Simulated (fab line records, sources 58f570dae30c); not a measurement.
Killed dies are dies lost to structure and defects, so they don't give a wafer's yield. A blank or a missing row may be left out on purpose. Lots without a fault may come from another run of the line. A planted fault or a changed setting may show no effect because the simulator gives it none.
A struck lot beside a sound one | flow berkeley_cmos170 | 15 steps out of a route of 331
Sound: wafers L585.2, L585.4, L585.6. Struck: wafers L590.1, L590.4, L590.5. The cause comes at the end.
At each step with rows: each side's tool, then ch and its chambers, then its first start. Under that, the readings that differ: sound wafers | struck wafers | difference of the means | sigmas: that difference in standard deviations of wafers without a fault.
alike: readings whose means differ by less than 2 such deviations, and words and numbers that are the same on both sides. not compared: withheld readings, readings that some wafer has no value for, bounds like >300 that may hide the same value, and numbers for which the record gives no deviation and whose values overlap.
The two part at a step that has a row with sigmas, a row that says differs or no value, or rows on one side only. Numbers that don't overlap but have no deviation are shown without sigmas and don't part them. A reading that every wafer of one side lacks parts them only if that side has two wafers or more.

first, 4 steps without rows for these wafers: UCB170_PFIELD_SOFTBAKE_02 (time 60 s); UCB170_PFIELD_EXPOSE_03 (exposes mask PFIELD, target cd 1500 nm); UCB170_PFIELD_PEB_04; UCB170_PFIELD_DEVELOP_05 (develop time 45 s).
UCB170_PFIELD_OVL_MEAS_06:
  sound on overlay-01, day 6 06:36; struck on overlay-01, day 7 10:04
  alike: PFIELD_OVL
then, 1 step without rows for these wafers: UCB170_PFIELD_IMPLANT_07.
UCB170_PFIELD_STRIP_08: strips in O2.
  sound on plasma_asher-01 ch 0,1, day 6 06:47; struck on plasma_asher-01 ch 0,1, day 7 10:16
  alike: drypump_motor_current_A, oes_product_au, strip_time_to_endpoint_s
  not compared: rf_hours_counter_h
UCB170_PFIELD_TW_MEAS_09:
  sound on film_metro-02, day 6 06:53; struck on film_metro-01, day 7 10:22
  reading   | sound       | struck      | difference | sigmas
  PFIELD_TW | 604 603 602 | 615 611 614 | +10        | +2
then, 2 steps without rows for these wafers: UCB170_FIELD_CLEAN_00 (cleans in dHF, time 7.5 s); UCB170_FIELD_OXIDATION_01 (target thk 558.3 nm, ox time 7200 s).
UCB170_FIELD_THK_MEAS_02:
  sound on film_metro-01, day 6 10:52; struck on film_metro-03, day 7 15:46
  alike: FIELD_OXIDE_THK
then, 1 step without rows for these wafers: UCB170_FIELD_ANNEAL_03 (time 1200 s).
UCB170_FIELD_WET_ETCH_04: etches SiO2 in dHF, time 60 s.
  sound on wet_bench-02 ch 1, day 6 14:39; struck on wet_bench-04 ch 0, day 7 19:50
  no value came back on the struck wafers for bath_heat_duty_pct (%), run_length_s (s); on the sound wafers bath_heat_duty_pct (%) reads 6.5 5.8 6.0
  reading                                      | sound           | struck            | difference | sigmas
  model.SiO2_of_FIELD_OXIDATION_01.thk_nm (nm) | 528 524.9 524.9 | 572.8 569.7 579.7 | +48.1      |
then, 1 step without rows for these wafers: UCB170_FIELD_WET_ETCH_05 (etches Si3N4 in H3PO4, time 12600 s).
UCB170_FIELD_WET_ETCH_06: etches SiO2 in BOE, time 22 s.
  sound on wet_bench-03 ch 0, day 6 18:22; struck on wet_bench-02 ch 0, day 7 23:22
  reading                                      | sound             | struck          | difference | sigmas
  run_length_s (s)                             | 49.1 49.1 49.1    | 54.5 54.5 54.5  | +5.4       | +2
  model.SiO2_of_FIELD_OXIDATION_01.thk_nm (nm) | 445.6 442.8 442.6 | 490 486.4 496.8 | +47        |
  alike: bath_heat_duty_pct

WHERE THEY PART
First at UCB170_PFIELD_TW_MEAS_09; last, within this record, at UCB170_FIELD_WET_ETCH_06.

WHY: what the simulator had put in
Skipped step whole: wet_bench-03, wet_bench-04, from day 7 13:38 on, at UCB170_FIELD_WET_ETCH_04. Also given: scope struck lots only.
